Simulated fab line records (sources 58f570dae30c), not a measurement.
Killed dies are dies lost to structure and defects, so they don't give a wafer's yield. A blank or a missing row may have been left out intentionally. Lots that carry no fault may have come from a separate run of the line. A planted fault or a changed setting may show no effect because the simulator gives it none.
fab line records	flow berkeleyCmos170
record lots=13	wafers=39	lastDay=12
route steps=331 shown START@1 GATE@139 NLDD@166 M3@325
lots that met no fault: from a run of the same line without faults
startH: start of the lot's first displayed wafer, in hours after the record's first day	waitH: hours since the lot's step before	" the same as in the row above	L1.1+2: one row covering several wafers at once	- value missing, or start not given	* or withheld: withheld	< > ~ a bound
route shown NAME@n: NAME is a module with steps in the file, n the number in the route of the first one	usual: the fault-free wafers' mean and standard deviation	same: alike in all rows	chamber/n: place in a boat	sites: readings site by site	_std_site: standard deviation of those values	_edge_site: mean of outer sites minus mean of inner sites	radiusMm: for every site, how far away it sits from the centre of the wafer	mask NAME#n: copy n	behind: the last tool/chamber to shape the wafer	hold: why the lot was held/for how many hours/how that ended	device: the transistor (n, p or np) that didn't switch	end of line: tests run on the same wafers once the route is complete	a step without rows: its recipe alone	killed: not the wafer's yield, but the dies lost to structure and defects at the first sort	map: per-die view of a wafer (x killed, . not killed, _ where there is no die)
set.NAME: the setting that was run; set.NAME@STEP: the one run at that earlier step	model.NAME: the simulator's own value behind a step, which no gauge read
route steps across a sampled set of lots; one table per step, one row per wafer
services: from which hour (startH, from the record's first day; less than 0 if before it) a tool's chamber was out of use, for how many hours, and why
## steps
# step UCB170_START_BOW_MEAS_00
# recipe mode=bow
# usual INCOMING_BOW=0/6.2
lot.wafer	tool	chamber	startH	waitH	INCOMING_BOW[um]
L965.2	filmMetro-03	-	10.02	-	2
L965.3	"	-	"	"	-2
L965.6	"	-	"	"	-15
L966.1	filmMetro-01	-	15.00	-	7
L966.5	"	-	"	"	4
L966.6	"	-	"	"	-10
L967.3	filmMetro-02	-	20.04	-	-15
L967.5	"	-	"	"	-8
L967.6	"	-	"	"	-6
L968.3	filmMetro-01	-	25.04	-	1
L968.5	"	-	"	"	-3
L968.6	"	-	"	"	0
L969.1	filmMetro-03	-	30.00	-	-4
L969.4	"	-	"	"	1
L969.5	"	-	"	"	-1
L970.1	filmMetro-02	-	35.00	-	0
L970.3	"	-	"	"	-3
L970.4	"	-	"	"	0
L971.1	filmMetro-03	-	40.00	-	3
L971.3	"	-	"	"	8
L971.5	"	-	"	"	0
L972.2	filmMetro-02	-	45.02	-	-3
L972.4	"	-	"	"	0
L972.5	"	-	"	"	-8
L974.1	filmMetro-02	-	55.00	-	1
L974.4	"	-	"	"	-8
L974.6	"	-	"	"	-1
L984.1	filmMetro-01	-	105.00	-	3
L984.3	"	-	"	"	-2
L984.6	"	-	"	"	9
L985.2	filmMetro-03	-	110.02	-	3
L985.4	"	-	"	"	-7
L985.6	"	-	"	"	4
L987.2	filmMetro-01	-	120.02	-	-7
L987.3	"	-	"	"	-5
L987.5	"	-	"	"	-4
L988.3	filmMetro-01	-	125.05	-	15
L988.5	"	-	"	"	0
L988.6	"	-	"	"	-9
# step UCB170_GATE_OVL_MEAS_13
# usual GATE_OVL=-2/4.9
lot.wafer	tool	chamber	startH	waitH	GATE_OVL[nm]
L965.2	overlay-02	-	120.70	0.1	-8
L965.3	"	-	"	"	-3
L965.6	"	-	"	"	-6
L967.3	overlay-02	-	132.46	0.1	-2
L967.5	"	-	"	"	-3
L967.6	"	-	"	"	-2
L966.1	overlay-02	-	132.72	0.1	-11
L966.5	"	-	"	"	-10
L966.6	"	-	"	"	-4
L969.1	overlay-02	-	139.64	0.1	6
L969.4	"	-	"	"	2
L969.5	"	-	"	"	1
L968.3	overlay-01	-	139.93	0.1	4
L968.5	"	-	"	"	-4
L968.6	"	-	"	"	0
L970.1	overlay-01	-	152.74	0.1	-7
L970.3	"	-	"	"	-8
L970.4	"	-	"	"	-2
L971.1	overlay-01	-	153.01	0.1	0
L971.3	"	-	"	"	-2
L971.5	"	-	"	"	4
L974.1	overlay-01	-	165.92	0.1	-2
L974.4	"	-	"	"	-12
L974.6	"	-	"	"	-8
L972.2	overlay-02	-	166.29	0.1	1
L972.4	"	-	"	"	0
L972.5	"	-	"	"	5
L984.1	overlay-02	-	210.00	0.1	-10
L984.3	"	-	"	"	-9
L984.6	"	-	"	"	0
L985.2	overlay-01	-	227.71	0.1	1
L985.4	"	-	"	"	1
L985.6	"	-	"	"	3
L988.3	overlay-01	-	234.97	0.1	0
L988.5	"	-	"	"	-2
L988.6	"	-	"	"	-2
L987.2	overlay-01	-	235.41	0.1	-3
L987.3	"	-	"	"	-3
L987.5	"	-	"	"	3
# step UCB170_NLDD_IMPLANT_08
# recipe species=As	doseCm2=5e+13	energyKev=30	tiltDeg=7	rotationDeg=0
# usual doseIonsCm2=4.999e+13/5e+10	endStationPressureTorr=5.11e-06/2.6e-07
lot.wafer	tool	chamber	startH	waitH	doseIonsCm2	endStationPressureTorr
L965.2	implanter-03	0	125.82	0.0	4.997e+13	4.87e-06
L965.3	"	0	"	"	4.992e+13	5.15e-06
L965.6	"	0	"	"	5.004e+13	4.94e-06
L967.3	implanter-01	0	136.29	0.1	5.003e+13	5.24e-06
L967.5	"	0	"	"	4.998e+13	4.88e-06
L967.6	"	0	"	"	5.002e+13	5.6e-06
L966.1	implanter-03	0	136.54	0.0	4.999e+13	5.16e-06
L966.5	"	0	"	"	5.008e+13	5.13e-06
L966.6	"	0	"	"	5.002e+13	4.93e-06
L969.1	implanter-03	0	143.45	0.0	5.005e+13	5.03e-06
L969.4	"	0	"	"	4.998e+13	5.17e-06
L969.5	"	0	"	"	5.007e+13	5.23e-06
L968.3	implanter-03	0	144.34	0.1	5.002e+13	5.04e-06
L968.5	"	0	"	"	4.999e+13	4.96e-06
L968.6	"	0	"	"	4.998e+13	5.09e-06
L970.1	implanter-01	0	156.96	0.0	5.003e+13	5.03e-06
L970.3	"	0	"	"	4.997e+13	5.23e-06
L970.4	"	0	"	"	5.003e+13	5.12e-06
L971.1	implanter-03	0	157.38	0.0	4.991e+13	5.69e-06
L971.3	"	0	"	"	4.991e+13	5.05e-06
L971.5	"	0	"	"	4.999e+13	4.77e-06
L974.1	implanter-03	0	169.37	0.0	4.999e+13	4.89e-06
L974.4	"	0	"	"	5.006e+13	4.9e-06
L974.6	"	0	"	"	4.999e+13	5.23e-06
L972.2	implanter-03	0	170.57	0.0	4.999e+13	5e-06
L972.4	"	0	"	"	4.999e+13	5.4e-06
L972.5	"	0	"	"	4.992e+13	5.09e-06
L984.1	implanter-01	0	214.48	0.0	5.005e+13	5.03e-06
L984.3	"	0	"	"	5.001e+13	5.39e-06
L984.6	"	0	"	"	5.008e+13	4.93e-06
L985.2	implanter-04	0	231.17	0.0	4.993e+13	4.76e-06
L985.4	"	0	"	"	4.996e+13	5.01e-06
L985.6	"	0	"	"	4.99e+13	5.21e-06
L988.3	implanter-01	0	239.07	0.1	4.993e+13	5.06e-06
L988.5	"	0	"	"	4.999e+13	5.07e-06
L988.6	"	0	"	"	4.993e+13	4.71e-06
L987.2	implanter-04	0	239.47	0.0	5.01e+13	4.85e-06
L987.3	"	0	"	"	5.009e+13	4.64e-06
L987.5	"	0	"	"	5.003e+13	4.92e-06
# step UCB170_NLDD_TW_MEAS_11
# usual NLDD_TW=2200/18
lot.wafer	tool	chamber	startH	waitH	NLDD_TW
L965.2	filmMetro-01	-	126.21	0.1	2213
L965.3	"	-	"	"	2209
L965.6	"	-	"	"	2213
L967.3	filmMetro-02	-	136.66	0.1	2214
L967.5	"	-	"	"	2227
L967.6	"	-	"	"	2226
L966.1	filmMetro-02	-	136.94	0.1	2226
L966.5	"	-	"	"	2207
L966.6	"	-	"	"	2223
L969.1	filmMetro-02	-	143.85	0.1	2222
L969.4	"	-	"	"	2215
L969.5	"	-	"	"	2213
L968.3	filmMetro-01	-	144.71	0.1	2213
L968.5	"	-	"	"	2220
L968.6	"	-	"	"	2211
L970.1	filmMetro-03	-	157.36	0.1	2183
L970.3	"	-	"	"	2183
L970.4	"	-	"	"	2187
L971.1	filmMetro-03	-	157.83	0.1	2182
L971.3	"	-	"	"	2177
L971.5	"	-	"	"	2192
L974.1	filmMetro-03	-	169.77	0.1	2193
L974.4	"	-	"	"	2178
L974.6	"	-	"	"	2188
L972.2	filmMetro-03	-	170.96	0.1	2133
L972.4	"	-	"	"	2130
L972.5	"	-	"	"	2132
L984.1	filmMetro-01	-	214.88	0.1	2212
L984.3	"	-	"	"	2208
L984.6	"	-	"	"	2210
L985.2	filmMetro-03	-	231.55	0.1	2169
L985.4	"	-	"	"	2171
L985.6	"	-	"	"	2185
L988.3	filmMetro-03	-	239.62	0.1	2178
L988.5	"	-	"	"	2178
L988.6	"	-	"	"	2175
L987.2	filmMetro-01	-	239.86	0.1	2199
L987.3	"	-	"	"	2213
L987.5	"	-	"	"	2192
# step UCB170_SDANNEAL_RS_MEAS_05
# recipe thkMeasGauge=four-point-probe
# usual NLDD_RS=616.0/1.6
lot.wafer	tool	chamber	startH	waitH	NLDD_RS[ohm/sq]
L965.2	filmMetro-02	-	137.67	0.1	614.3
L965.3	"	-	"	"	614.2
L965.6	"	-	"	"	614.3
L967.3	filmMetro-02	-	146.49	0.1	615.7
L967.5	"	-	"	"	612.8
L967.6	"	-	"	"	613.0
L966.1	filmMetro-01	-	146.85	0.1	615.9
L966.5	"	-	"	"	617.1
L966.6	"	-	"	"	614.9
L969.1	filmMetro-02	-	156.03	0.1	614.3
L969.4	"	-	"	"	613.9
L969.5	"	-	"	"	614.7
L968.3	filmMetro-01	-	156.47	0.1	617.6
L968.5	"	-	"	"	615.7
L968.6	"	-	"	"	616.1
L970.1	filmMetro-03	-	170.19	0.1	617.1
L970.3	"	-	"	"	618.8
L970.4	"	-	"	"	617.5
L971.1	filmMetro-02	-	170.43	0.1	614.0
L971.3	"	-	"	"	613.5
L971.5	"	-	"	"	615.0
L974.1	filmMetro-02	-	179.77	0.1	614.3
L974.4	"	-	"	"	613.8
L974.6	"	-	"	"	615.8
L972.2	filmMetro-01	-	180.08	0.1	655.1
L972.4	"	-	"	"	653.4
L972.5	"	-	"	"	654.4
L984.1	filmMetro-01	-	224.58	0.1	615.0
L984.3	"	-	"	"	615.2
L984.6	"	-	"	"	618.4
L985.2	filmMetro-03	-	240.65	0.1	617.5
L985.4	"	-	"	"	617.8
L985.6	"	-	"	"	617.0
L988.3	filmMetro-03	-	256.25	0.1	617.0
L988.5	"	-	"	"	618.2
L988.6	"	-	"	"	618.2
L987.2	filmMetro-03	-	257.12	0.1	616.4
L987.3	"	-	"	"	616.1
L987.5	"	-	"	"	617.9
# step UCB170_M3_OVL_MEAS_16
# usual M3_OVL=-2/6
lot.wafer	tool	chamber	startH	waitH	M3_OVL[nm]
L965.2	overlay-01	-	159.53	0.1	8
L965.3	"	-	"	"	6
L965.6	"	-	"	"	13
L967.3	overlay-01	-	170.80	0.1	2
L967.5	"	-	"	"	3
L967.6	"	-	"	"	-3
L966.1	overlay-02	-	171.06	0.1	0
L966.5	"	-	"	"	-3
L966.6	"	-	"	"	1
L969.1	overlay-01	-	180.21	0.1	-11
L969.4	"	-	"	"	-7
L969.5	"	-	"	"	-6
L968.3	overlay-02	-	180.51	0.1	1
L968.5	"	-	"	"	2
L968.6	"	-	"	"	-12
L970.1	overlay-02	-	189.82	0.1	4
L970.3	"	-	"	"	5
L970.4	"	-	"	"	5
L971.1	overlay-01	-	193.30	0.1	0
L971.3	"	-	"	"	-10
L971.5	"	-	"	"	-3
L972.2	overlay-02	-	204.54	0.1	-4
L972.4	"	-	"	"	-8
L972.5	"	-	"	"	-8
L974.1	overlay-01	-	205.14	0.1	2
L974.4	"	-	"	"	2
L974.6	"	-	"	"	3
L984.1	overlay-02	-	249.12	0.1	7
L984.3	"	-	"	"	3
L984.6	"	-	"	"	6
L985.2	overlay-01	-	264.30	0.1	-6
L985.4	"	-	"	"	-3
L985.6	"	-	"	"	-1
L988.3	overlay-01	-	279.20	0.1	1
L988.5	"	-	"	"	2
L988.6	"	-	"	"	1
L987.2	overlay-01	-	279.61	0.1	1
L987.3	"	-	"	"	-1
L987.5	"	-	"	"	-2
## services
tool	chamber	startH	hours	kind
implanter-04	-	122.27	24.6	repair
implanter-01	-	149.71	2.7	repair
implanter-04	-	175.06	4.3	pm
implanter-01	-	177.39	7.5	pm
implanter-03	-	183.59	9.3	repair
implanter-03	-	205.62	2.3	repair
implanter-04	-	229.96	1.0	repair
## key
firstSign step=UCB170_NLDD_TW_MEAS_11	reading=NLDD_TW	direction=down	sigmas=3.8	usual=2200	struck=2132
effect step=UCB170_SDANNEAL_RS_MEAS_05	reading=NLDD_RS	direction=up	sigmas=25	usual=616.0	struck=654.3
metAt UCB170_NLDD_IMPLANT_08
struckLots L972
testerLeftOut L972
notActingAt UCB170_START_BOW_MEAS_00,UCB170_GATE_OVL_MEAS_13,UCB170_M3_OVL_MEAS_16
onsetBetween 169.37 170.57
fault kind=processParameterDrift	tool=implanter-03	chamber=-	onsetH=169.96	steps=UCB170_NLDD_IMPLANT_08	channel=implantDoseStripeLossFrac	offset=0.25	shape=step	endH=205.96
# testerLeftOut: of these lots the tester's yield and bins aren't shown, on N5 and GAA mostly nor the transistor test; their killed dies are dies lost to structure and defects alone, not to doping, threshold or leakage, so they don't give the yield
